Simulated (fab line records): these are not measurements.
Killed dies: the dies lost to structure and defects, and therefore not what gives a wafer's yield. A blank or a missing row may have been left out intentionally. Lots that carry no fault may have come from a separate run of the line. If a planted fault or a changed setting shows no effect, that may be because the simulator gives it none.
Split-lot trial / flow rit cmos / route with 202 steps; 5 lots, 23 wafers read

== THE SPLIT ITSELF ==
At RIT_GATE_CVD_08 (deposits poly-Si from SiH4, target thk 250 nm, time 2220 s), the setting time s was moved away from the recipe's 2220 s on 15 of the 23 wafers read, by -12.0% to +12.7%. For the rest of the wafers, this setting stayed at what the recipe calls for.

The file shows no step between the split and the reading.

== THE READING ==
Values of GATE_POLY_THK in nm from RIT_GATE_THK_MEAS_09. A value of 251 nm with a standard deviation of 3.1 nm is what fault-free wafers of this fab line usually give.

wafer=L074.2; tool, chamber at the split=lpcvd-02, 0; time s as run, s=2220; against the recipe=recipe; GATE_POLY_THK, nm=249; against lot-mates on the recipe=-
wafer=L074.4; tool, chamber at the split=lpcvd-02, 0; time s as run, s=2220; against the recipe=recipe; GATE_POLY_THK, nm=249; against lot-mates on the recipe=-
wafer=L074.6; tool, chamber at the split=lpcvd-02, 0; time s as run, s=2220; against the recipe=recipe; GATE_POLY_THK, nm=249; against lot-mates on the recipe=-
wafer=L076.1; tool, chamber at the split=-, -; time s as run, s=2220; against the recipe=recipe; GATE_POLY_THK, nm=251; against lot-mates on the recipe=-
wafer=L076.2; tool, chamber at the split=-, -; time s as run, s=2220; against the recipe=recipe; GATE_POLY_THK, nm=248; against lot-mates on the recipe=-
wafer=L076.3; tool, chamber at the split=-, -; time s as run, s=2220; against the recipe=recipe; GATE_POLY_THK, nm=250; against lot-mates on the recipe=-
wafer=L076.5; tool, chamber at the split=-, -; time s as run, s=2220; against the recipe=recipe; GATE_POLY_THK, nm=249; against lot-mates on the recipe=-
wafer=L076.6; tool, chamber at the split=-, -; time s as run, s=2220; against the recipe=recipe; GATE_POLY_THK, nm=250; against lot-mates on the recipe=-
wafer=L079.1; tool, chamber at the split=-, -; time s as run, s=2502; against the recipe=+12.7%; GATE_POLY_THK, nm=283; against lot-mates on the recipe=no lot-mate on the recipe
wafer=L079.2; tool, chamber at the split=-, -; time s as run, s=2502; against the recipe=+12.7%; GATE_POLY_THK, nm=287; against lot-mates on the recipe=no lot-mate on the recipe
wafer=L079.3; tool, chamber at the split=-, -; time s as run, s=2502; against the recipe=+12.7%; GATE_POLY_THK, nm=289; against lot-mates on the recipe=no lot-mate on the recipe
wafer=L079.4; tool, chamber at the split=-, -; time s as run, s=2502; against the recipe=+12.7%; GATE_POLY_THK, nm=288; against lot-mates on the recipe=no lot-mate on the recipe
wafer=L079.6; tool, chamber at the split=-, -; time s as run, s=2502; against the recipe=+12.7%; GATE_POLY_THK, nm=287; against lot-mates on the recipe=no lot-mate on the recipe
wafer=L080.1; tool, chamber at the split=-, -; time s as run, s=2105; against the recipe=-5.2%; GATE_POLY_THK, nm=238; against lot-mates on the recipe=no lot-mate on the recipe
wafer=L080.2; tool, chamber at the split=-, -; time s as run, s=2105; against the recipe=-5.2%; GATE_POLY_THK, nm=239; against lot-mates on the recipe=no lot-mate on the recipe
wafer=L080.3; tool, chamber at the split=-, -; time s as run, s=2105; against the recipe=-5.2%; GATE_POLY_THK, nm=238; against lot-mates on the recipe=no lot-mate on the recipe
wafer=L080.4; tool, chamber at the split=-, -; time s as run, s=2105; against the recipe=-5.2%; GATE_POLY_THK, nm=238; against lot-mates on the recipe=no lot-mate on the recipe
wafer=L080.6; tool, chamber at the split=-, -; time s as run, s=2105; against the recipe=-5.2%; GATE_POLY_THK, nm=240; against lot-mates on the recipe=no lot-mate on the recipe
wafer=L084.1; tool, chamber at the split=-, -; time s as run, s=1954; against the recipe=-12.0%; GATE_POLY_THK, nm=221; against lot-mates on the recipe=no lot-mate on the recipe
wafer=L084.2; tool, chamber at the split=-, -; time s as run, s=1954; against the recipe=-12.0%; GATE_POLY_THK, nm=221; against lot-mates on the recipe=no lot-mate on the recipe
wafer=L084.4; tool, chamber at the split=-, -; time s as run, s=1954; against the recipe=-12.0%; GATE_POLY_THK, nm=221; against lot-mates on the recipe=no lot-mate on the recipe
wafer=L084.5; tool, chamber at the split=-, -; time s as run, s=1954; against the recipe=-12.0%; GATE_POLY_THK, nm=222; against lot-mates on the recipe=no lot-mate on the recipe
wafer=L084.6; tool, chamber at the split=-, -; time s as run, s=1954; against the recipe=-12.0%; GATE_POLY_THK, nm=223; against lot-mates on the recipe=no lot-mate on the recipe

FIT RESULTS
A straight line over all 23 wafers: GATE_POLY_THK changes by +2.64 nm for each +1% of time s; r = +1.00; the points scatter about the line by 2.2 nm.
Too few moved wafers have a lot-mate on the recipe to fit a line with each lot's own level taken away.

== THE WHOLE CHAIN: every reading that the file lists as answering this split, in the file's order ==
step=RIT_GATE_CVD_08; what it does=deposits poly-Si from SiH4, target thk 250 nm, time 2220 s; reading=poly-Si_of_GATE_CVD_08.thk nm (the simulator's own value, which no gauge read); change (the file's fit)=+2.64 nm for each +1% of the setting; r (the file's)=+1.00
step=RIT_GATE_THK_MEAS_09; what it does=; reading=GATE_POLY_THK; change (the file's fit)=+2.64 for each +1% of the setting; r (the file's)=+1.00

== THE FILE'S OWN FIT ==
GATE_POLY_THK changes by +2.64 nm for each +1% of time s, r = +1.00.
